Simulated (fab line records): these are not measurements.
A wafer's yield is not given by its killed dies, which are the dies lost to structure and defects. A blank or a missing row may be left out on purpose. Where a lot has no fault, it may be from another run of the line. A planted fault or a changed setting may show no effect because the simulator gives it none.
Which tool did it?    flow rit_cmos    45 wafers from 15 lots sampled at 4 of the route's 202 steps

== WHAT EACH GAUGE READ, for each wafer ==
RIT_PWELL_TW_MEAS_10. Usual: PWELL_TW 952, standard deviation 8.9.
lot   measured     on             PWELL_TW     flag
L773  day 2 00:45  film_metro-04  952 957 952  
L774  day 2 05:39  film_metro-04  954 955 961  
L775  day 2 12:14  film_metro-02  940 941 939  
L776  day 2 14:30  film_metro-02  938 946 941  
L777  day 2 20:13  film_metro-04  959 959 957  
L782  day 3 20:47  film_metro-02  30 30 30     OFF
L783  day 4 03:03  film_metro-04  30 30 30     OFF
L784  day 4 09:03  film_metro-03  30 30 30     OFF
L789  day 5 07:07  film_metro-02  947 948 946  
L790  day 5 14:37  film_metro-04  958 963 957  
L791  day 5 20:09  film_metro-03  948 945 948  
L792  day 6 00:40  film_metro-04  955 960 957  
L793  day 6 03:38  film_metro-02  954 948 956  
L794  day 6 10:19  film_metro-03  957 955 956  
L795  day 6 14:14  film_metro-02  960 959 963  

RIT_NRETRO_TW_MEAS_10. Usual: NRETRO_TW 1040, standard deviation 10.
lot   measured     on             NRETRO_TW       flag
L773  day 2 07:37  film_metro-01  1032 1034 1029  
L774  day 2 13:47  film_metro-01  1039 1034 1039  
L775  day 2 19:14  film_metro-01  1043 1033 1034  
L776  day 2 21:25  film_metro-03  1059 1055 1044  
L777  day 3 03:05  film_metro-01  1025 1024 1030  
L782  day 4 03:49  film_metro-02  30 30 30        OFF
L783  day 4 11:34  film_metro-02  30 30 30        OFF
L784  day 4 16:47  film_metro-01  30 29 29        OFF
L789  day 5 15:49  film_metro-02  1047 1047 1041  
L790  day 5 21:30  film_metro-03  1052 1047 1052  
L791  day 6 04:41  film_metro-02  1051 1059 1055  
L792  day 6 08:59  film_metro-02  1052 1058 1057  
L793  day 6 10:30  film_metro-01  1031 1017 1028  
L794  day 6 17:21  film_metro-01  1021 1025 1022  
L795  day 6 22:24  film_metro-02  1062 1058 1055  

RIT_PRETRO_TW_MEAS_10. Usual: PRETRO_TW 474, standard deviation 6.
lot   measured     on             PRETRO_TW    flag
L773  day 2 09:18  film_metro-02  469 468 470  
L774  day 2 15:39  film_metro-04  477 480 477  
L775  day 2 20:47  film_metro-02  469 471 468  
L776  day 2 23:05  film_metro-04  476 481 478  
L777  day 3 04:46  film_metro-01  464 462 464  
L782  day 4 05:30  film_metro-04  30 30 30     OFF
L783  day 4 13:14  film_metro-01  29 30 30     OFF
L784  day 4 18:20  film_metro-02  30 30 29     OFF
L789  day 5 17:30  film_metro-02  473 471 469  
L790  day 5 23:10  film_metro-04  483 480 480  
L791  day 6 06:22  film_metro-01  465 463 464  
L792  day 6 10:49  film_metro-04  477 481 480  
L793  day 6 12:22  film_metro-04  478 480 479  
L794  day 6 18:54  film_metro-02  476 479 478  
L795  day 7 00:10  film_metro-04  479 479 481  

== TOOL THAT RAN EACH LOT (tool first, then ch and the chambers of the sampled wafers, then the start) ==
lot   RIT_NWELL_STRIP_09
L773  plasma_asher-01 ch 0,1, day 1 23:01
L774  plasma_asher-01 ch 0,1, day 2 03:50
L775  plasma_asher-04 ch 0,1, day 2 10:28
L776  plasma_asher-01 ch 0,1, day 2 12:49
L777  plasma_asher-01 ch 0,1, day 2 18:24
L782  plasma_asher-03 ch 0,1, day 3 18:56
L783  plasma_asher-03 ch 0,1, day 4 01:14
L784  plasma_asher-01 ch 0,1, day 4 07:14
L789  plasma_asher-03 ch 1, day 5 05:23
L790  plasma_asher-01 ch 0,1, day 5 12:52
L791  plasma_asher-01 ch 0,1, day 5 18:17
L792  plasma_asher-04 ch 0,1, day 5 22:49
L793  plasma_asher-04 ch 0,1, day 6 01:49
L794  plasma_asher-04 ch 0,1, day 6 08:12
L795  plasma_asher-03 ch 0,1, day 6 12:23
- RIT_NWELL_STRIP_09: strips in O2, time 180 s.

== AS READ BY THE TOOLS THEMSELVES (means over the sampled wafers that have a number; for cases with no such wafer, the mark the record gives instead) ==
RIT_NWELL_STRIP_09. Usual: chamber_pressure_mTorr 4000 mTorr, standard deviation 3.7; drypump_motor_current_A 5.73 A, standard deviation 0.29; rf_refl_power_W 6.8 W, standard deviation 1.
lot   tool             chamber_pressure_mTorr (mTorr)  drypump_motor_current_A (A)  rf_refl_power_W (W)  flag
L773  plasma_asher-01  3998                            5.99                         6.4                  
L774  plasma_asher-01  4001                            6.00                         6.3                  
L775  plasma_asher-04  3997                            5.47                         7.8                  
L776  plasma_asher-01  3997                            5.78                         6.8                  
L777  plasma_asher-01  4003                            5.76                         6.2                  
L782  plasma_asher-03  -                               -                            -                    OFF
L783  plasma_asher-03  -                               -                            -                    OFF
L784  plasma_asher-01  -                               -                            -                    OFF
L789  plasma_asher-03  4001                            5.80                         7.1                  
L790  plasma_asher-01  3999                            5.75                         6.3                  
L791  plasma_asher-01  4000                            5.99                         6.3                  
L792  plasma_asher-04  3998                            5.53                         7.4                  
L793  plasma_asher-04  3998                            5.48                         8.0                  
L794  plasma_asher-04  4001                            5.50                         8.0                  
L795  plasma_asher-03  4004                            5.98                         5.6                  

== THE ANSWER, worked out from the rows above alone ==
Rule: lot off if the mean of its wafers having a number is beyond 3 standard deviations from the usual mean. Also off: a lot with no number at a reading for which 4 or more lots have one. Where the step has rows for the other lots, those lots are counted as sound. The gauges are gone through in route order, then the tools' own readings, and for those a lot's mean is taken as printed above. The first step at which some lot is off is used, and at that step the reading that is off furthest; a lot without a number counts as furthest.
Off: L782, L783, L784, at RIT_PWELL_TW_MEAS_10 (PWELL_TW).
If a tool, at a process step before that reading, ran all the lots that are off and no sound lot after the first of them, it fits. Not tried: the gauges at RIT_PWELL_TW_MEAS_10; whatever is off there is also off at RIT_NWELL_STRIP_09, on other tools, and gauge error can't account for it. None of those tried fits.

== WHAT WAS PUT IN BY THE SIMULATOR ==
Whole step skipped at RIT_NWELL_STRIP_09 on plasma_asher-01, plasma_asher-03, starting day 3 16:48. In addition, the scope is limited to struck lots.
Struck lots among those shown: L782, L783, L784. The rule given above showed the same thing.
